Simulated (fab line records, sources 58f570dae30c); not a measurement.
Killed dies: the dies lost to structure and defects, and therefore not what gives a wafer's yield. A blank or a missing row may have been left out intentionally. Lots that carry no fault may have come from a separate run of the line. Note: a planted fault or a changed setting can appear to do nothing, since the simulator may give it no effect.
Problem report, 8D (eight disciplines) form, completed by code :: flow berkeley_cmos170 :: the parts of the form that need people (team, actions taken, sign-off) are left out

## 1. THE PROBLEM
Across 6 wafers from 2 lots, NSD_TW at UCB170_NSD_TW_MEAS_10 averages 3939, while fault-free wafers read 4196 with a standard deviation of 35. That is -7.3 standard deviations from the usual mean.
The first sign was on wafer L424.2 at day 9 03:04, on film_metro-01. The record has a number at this step for 42 wafers belonging to 14 lots. Rule for "out", or "out of limits": more than 4 standard deviations from the usual mean. All remaining wafers that have a number are taken as sound.

## 2. WHAT IT IS AND WHAT IT IS NOT
question: which readings at this step
is: NSD_TW
is not: -

question: which lots
is: L420, L424
is not: L411, L412, L413, L414, L415, L417, L419, L421, L423, L427, L429, L430

question: which wafers of those lots
is: all that have a number
is not: -

question: read on which gauges
is: film_metro-01, film_metro-04
is not: film_metro-02

question: when
is: from day 9 03:04
is not: up to then (21 sound wafers); but 15 sound wafers of L421, L423, L427, L429, L430 came after

## 3. SUSPECTS, AND WHAT RULES EACH OUT
Counting: a tool stays on the suspect list if, at a process step up to the reading, it processed all lots that are out and no sound lot following the first of them.
- the gauge at UCB170_NSD_TW_MEAS_10: ruled out. 2 gauges (film_metro-01, film_metro-04) read the wafers that are out.
- implanter-01 at UCB170_NSD_IMPLANT_08: kept. It ran every lot that is out, first L424 (day 9 02:49), and no sound lot after that; its last sound lot up to then is L419 (day 8 15:26). Out on those wafers are its own readings of dose_ions_cm2, end_station_pressure_torr, faraday_current_uA.
Remaining after the count: implanter-01 at UCB170_NSD_IMPLANT_08.

## 4. THE CAUSE (what the simulator had put in)
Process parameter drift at UCB170_NSD_IMPLANT_08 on implanter-01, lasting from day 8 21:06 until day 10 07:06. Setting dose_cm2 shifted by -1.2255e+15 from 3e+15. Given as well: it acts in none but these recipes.
Counting left only this tool.

## 5. SEQUENCE OF EFFECTS, ordered by route
One row per reading whose mean, taken over the struck wafers that have a number, lies over 3 standard deviations from the usual. Scope: only readings with a usual standard deviation given in the record; hours: median across lots of the time from each lot's start at the first step in this table that gives one to its start at this step; sigmas: change in usual standard deviations.
hours: 0
step: UCB170_NSD_IMPLANT_08
reading: dose_ions_cm2
usual: 2.9998e+15
on struck wafers: 1.7753e+15
change: -1.2245e+15
sigmas: -99 or more

hours: 0
step: UCB170_NSD_IMPLANT_08
reading: end_station_pressure_torr
usual: 1.25e-05 Torr
on struck wafers: 9.32e-06
change: -3.18e-06
sigmas: -4.7

hours: 0
step: UCB170_NSD_IMPLANT_08
reading: faraday_current_uA
usual: 9279
on struck wafers: 5577
change: -3702
sigmas: -21

hours: 0
step: UCB170_NSD_STRIP_09
reading: oes_product_au
usual: 0.534 a.u.
on struck wafers: 0.579
change: +0.045
sigmas: +10

hours: 0
step: UCB170_NSD_STRIP_09
reading: strip_time_to_endpoint_s
usual: 35.87 s
on struck wafers: 31.04
change: -4.83
sigmas: -59

hours: 0
step: UCB170_NSD_TW_MEAS_10
reading: NSD_TW
usual: 4196
on struck wafers: 3939
change: -257
sigmas: -7.3

hours: 2
step: UCB170_SDANNEAL_RS_MEAS_03
reading: NSD_RS
usual: 37.28 ohm/sq
on struck wafers: 51.05
change: +13.77
sigmas: +99 or more
Its process steps:
- UCB170_NSD_IMPLANT_08
- UCB170_NSD_STRIP_09: strips in O2.

## 6. WHAT WOULD HAVE CAUGHT IT SOONER
6 hours passed between the start of the fault at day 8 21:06 and the first reading out of limits at a measuring or inspecting step in this record, taken at day 9 03:04.
The tool's own readings at UCB170_NSD_IMPLANT_08 were out on every struck wafer that the step has a row for (dose_ions_cm2, end_station_pressure_torr, faraday_current_uA): an alarm limit on them would have fired on the first of those.
Of the lots that are out (2), L420 began UCB170_NSD_IMPLANT_08 on implanter-01 after day 9 03:04. It would have been spared by a hold on the tool at that moment.
